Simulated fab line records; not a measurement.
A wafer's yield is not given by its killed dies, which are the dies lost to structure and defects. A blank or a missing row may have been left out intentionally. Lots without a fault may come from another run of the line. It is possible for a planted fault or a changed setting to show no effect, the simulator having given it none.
Split-lot experiment | flow rit-cmos | route with 202 steps; 5 lots, 23 wafers read

== SPLIT DETAILS ==
At RIT_PWELL_SOFTBAKE_02 (time 60 s), the setting temp-c was moved away from the recipe's 90 C on 9 of the 23 wafers read, by -2.8% to +4.1%. All remaining wafers had this setting at the recipe value.

== FROM THE SPLIT TO THE READING: what the file shows between them, 2 steps ==
- RIT_PWELL_EXPOSE_03: exposes mask M3, target cd 43700 nm
- RIT_PWELL_PEB_04

== THE READING ==
NOVOLAK_of_PWELL_COAT_01.thk-nm (the simulator's own value, which no gauge read), in nm, at RIT_PWELL_DEVELOP_05 (develop time 68 s). The file does not state a usual value for it. Here, 14 wafers ran the recipe; their average is 1297 nm with a standard deviation of 2.8 nm.

wafer  | tool, chamber at the split | temp-c as run, C | against the recipe | NOVOLAK_of_PWELL_COAT_01.thk-nm, nm | against lot-mates on the recipe
L074.2 | litho-track-02, 0          | 90               | recipe             | 1300                                | -
L074.3 | litho-track-02, 0          | 90               | recipe             | 1296                                | -
L074.4 | litho-track-02, 0          | 90               | recipe             | 1295                                | -
L076.2 | litho-track-03, 0          | 90               | recipe             | 1301                                | -
L076.3 | litho-track-03, 0          | 93.68            | +4.1%              | 1288                                | -12
L076.5 | litho-track-03, 0          | 93.68            | +4.1%              | 1288                                | -12
L076.4 | litho-track-03, 0          | 90               | recipe             | 1298                                | -
L076.6 | litho-track-03, 0          | 90               | recipe             | 1302                                | -
L077.2 | litho-track-04, 0          | 87.52            | -2.8%              | 1305                                | +10
L077.3 | litho-track-04, 0          | 90               | recipe             | 1296                                | -
L077.4 | litho-track-04, 0          | 90               | recipe             | 1296                                | -
L077.5 | litho-track-04, 0          | 90               | recipe             | 1294                                | -
L077.6 | litho-track-04, 0          | 87.52            | -2.8%              | 1304                                | +9
L080.1 | litho-track-04, 0          | 92.96            | +3.3%              | 1287                                | -10
L080.3 | litho-track-04, 0          | 92.96            | +3.3%              | 1287                                | -10
L080.4 | litho-track-04, 0          | 90               | recipe             | 1297                                | -
L080.5 | litho-track-04, 0          | 90               | recipe             | 1298                                | -
L080.6 | litho-track-04, 0          | 92.96            | +3.3%              | 1286                                | -12
L084.1 | litho-track-04, 0          | 90               | recipe             | 1294                                | -
L084.3 | litho-track-04, 0          | 90               | recipe             | 1294                                | -
L084.2 | litho-track-04, 0          | 89.06            | -1.0%              | 1298                                | +1
L084.4 | litho-track-04, 0          | 89.06            | -1.0%              | 1302                                | +5
L084.5 | litho-track-04, 0          | 90               | recipe             | 1302                                | -

THE FIT
A straight line over all 23 wafers: NOVOLAK_of_PWELL_COAT_01.thk-nm changes by -2.71 nm for each +1% of temp-c; r = -0.90; the points scatter about the line by 2.5 nm.
The same after taking each lot's own level away (the mean of its wafers on the recipe; 23 wafers): -3.19 nm for each +1%; r = -0.95; scatter 1.9 nm.
On that fit, the largest move of temp-c shifts the reading by 13 nm.
Across the lots, their own levels run from 1295.3 to 1300.3 nm, a range of 1.8 times the standard deviation given above.
So the lot-to-lot level changes the slope: the two fits differ.
Check: -13.2 nm against its lot-mates is what the line predicts for one of the wafers moved furthest among these (+4.1%) when that wafer is left out of the fit. Against them it came out at -12.3 nm.

== THE OTHER SPLITS THESE WAFERS WENT THROUGH ==
These wafers also went through other splits before the reading. Each is held against what the fit with the lots' levels taken away leaves over:
other split on the same wafers      | wafers away from the commonest value | r with NOVOLAK_of_PWELL_COAT_01.thk-nm (lot level and that fit taken away)
RIT_ACTIVE_CVD_03 sih2cl2-flow-sccm | 15                                   | +0.06
RIT_NWELL_HARDBAKE_07 temp-c        | 7                                    | +0.13

== FILE'S OWN FIT ==
NOVOLAK_of_PWELL_COAT_01.thk-nm changes by -3.2 nm for each +1% of temp-c, r = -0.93.
